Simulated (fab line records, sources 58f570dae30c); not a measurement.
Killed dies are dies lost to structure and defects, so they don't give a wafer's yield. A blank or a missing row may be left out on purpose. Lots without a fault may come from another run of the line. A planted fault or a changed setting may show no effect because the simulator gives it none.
Split-lot experiment | flow berkeley_cmos170 | 5 lots, 23 wafers read, on a route of 331 steps

THE SPLIT
At UCB170_ACTIVE_OXIDATION_02 (target thk 26.4 nm, ox time 1260 s), the setting ox_time_s was moved away from the recipe's 1260 s on 15 of the 23 wafers read, by -8.3% to +10.8%. The other wafers ran this setting at the recipe's value.

The file shows no step between the split and the reading.

THE READING
ACTIVE_OXIDE_THK, in nm, at UCB170_ACTIVE_THK_MEAS_03. Fault-free wafers of this fab line usually give 26.2 nm, standard deviation 0.48 nm.

wafer  | tool, chamber at the split | ox_time_s as run, s | against the recipe | ACTIVE_OXIDE_THK, nm | against lot-mates on the recipe
L074.1 | -, -                       | 1260                | recipe             | 25.5                 | -
L074.2 | -, -                       | 1260                | recipe             | 26.5                 | -
L074.3 | -, -                       | 1260                | recipe             | 25.7                 | -
L074.4 | -, -                       | 1260                | recipe             | 25.7                 | -
L074.6 | -, -                       | 1260                | recipe             | 26.1                 | -
L079.1 | -, -                       | 1155                | -8.3%              | 24.8                 | no lot-mate on the recipe
L079.2 | -, -                       | 1155                | -8.3%              | 24.8                 | no lot-mate on the recipe
L079.3 | -, -                       | 1155                | -8.3%              | 24.7                 | no lot-mate on the recipe
L079.5 | -, -                       | 1155                | -8.3%              | 25.0                 | no lot-mate on the recipe
L079.6 | -, -                       | 1155                | -8.3%              | 24.3                 | no lot-mate on the recipe
L083.2 | -, -                       | 1396                | +10.8%             | 27.6                 | no lot-mate on the recipe
L083.3 | -, -                       | 1396                | +10.8%             | 27.5                 | no lot-mate on the recipe
L083.4 | -, -                       | 1396                | +10.8%             | 27.0                 | no lot-mate on the recipe
L083.5 | -, -                       | 1396                | +10.8%             | 27.7                 | no lot-mate on the recipe
L083.6 | -, -                       | 1396                | +10.8%             | 27.7                 | no lot-mate on the recipe
L081.1 | -, -                       | 1390                | +10.3%             | 27.4                 | no lot-mate on the recipe
L081.2 | -, -                       | 1390                | +10.3%             | 27.2                 | no lot-mate on the recipe
L081.3 | -, -                       | 1390                | +10.3%             | 27.8                 | no lot-mate on the recipe
L081.5 | -, -                       | 1390                | +10.3%             | 27.0                 | no lot-mate on the recipe
L081.6 | -, -                       | 1390                | +10.3%             | 27.5                 | no lot-mate on the recipe
L085.4 | furnace-04, 0              | 1260                | recipe             | 25.3                 | -
L085.5 | furnace-04, 0              | 1260                | recipe             | 25.8                 | -
L085.6 | furnace-04, 0              | 1260                | recipe             | 25.8                 | -

THE FIT
A straight line over all 23 wafers: ACTIVE_OXIDE_THK changes by +0.146 nm for each +1% of ox_time_s; r = +0.97; the points scatter about the line by 0.31 nm.
Too few moved wafers have a lot-mate on the recipe to fit a line with each lot's own level taken away.

THE WHOLE CHAIN: every reading that the file lists as answering this split, in the file's order
step                       | what it does                       | reading                                                                             | change (the file's fit)               | r (the file's)
UCB170_ACTIVE_OXIDATION_02 | target thk 26.4 nm, ox time 1260 s | SiO2_of_ACTIVE_OXIDATION_02.thk_nm (the simulator's own value, which no gauge read) | +0.148 nm for each +1% of the setting | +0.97
UCB170_ACTIVE_THK_MEAS_03  |                                    | ACTIVE_OXIDE_THK                                                                    | +0.147 for each +1% of the setting    | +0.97

THE FILE'S OWN FIT
ACTIVE_OXIDE_THK changes by +0.147 nm for each +1% of ox_time_s, r = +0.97.
